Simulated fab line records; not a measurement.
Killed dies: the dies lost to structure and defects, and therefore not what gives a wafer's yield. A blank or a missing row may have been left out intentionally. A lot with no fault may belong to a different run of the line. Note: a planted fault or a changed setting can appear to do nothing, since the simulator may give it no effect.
Matching of chambers    flow rit_cmos    rie_si-01 running RIT_GATE_ETCH_19: 4 sister chambers
The step etches poly-Si in SF6/CHF3/O2, stops on SiO2, time 165 s, target depth 312.5 nm. 4 wafers are shown with their chamber, then 7 later ones without.

== WAFERS, EACH WITH ITS CHAMBER ==
wafer   chamber  throttle_valve_pct (%)
L584.5  1        10.09
L588.5  0        10.29
L590.2  3        10.41
L590.3  2        10.35

== WAFERS WITHOUT THEIR CHAMBER ==
wafer   throttle_valve_pct (%)
L590.4  10.42
L602.1  10.12
L602.3  10.29
L602.4  10.36
L604.4  10.40
L604.5  10.30
L604.6  10.42

== EACH ONE'S CHAMBER ==
wafer   from the rows above  in truth
L590.4  3                    3
L602.1  1                    1
L602.3  0                    0
L602.4  2                    2
L604.4  3                    3
L604.5  0                    0
L604.6  3                    3
Correct placement for 7 of the 7. From these rows, 0 cannot be placed. Number placed wrongly: 0.
How it was worked out, from the rows above alone: a wafer's distance from a chamber is the root of the sum, over the readings, of the square of ((its reading less the chamber's mean) divided by the reading's scatter). If the next closest chamber is less than 2 further off than the closest, the wafer can't be placed; otherwise it belongs to the closest. A chamber's mean is the mean of its shown wafers. The scatter: with one shown wafer a chamber, the root of the mean of the squares of how far each hidden wafer lies from its nearest shown one.
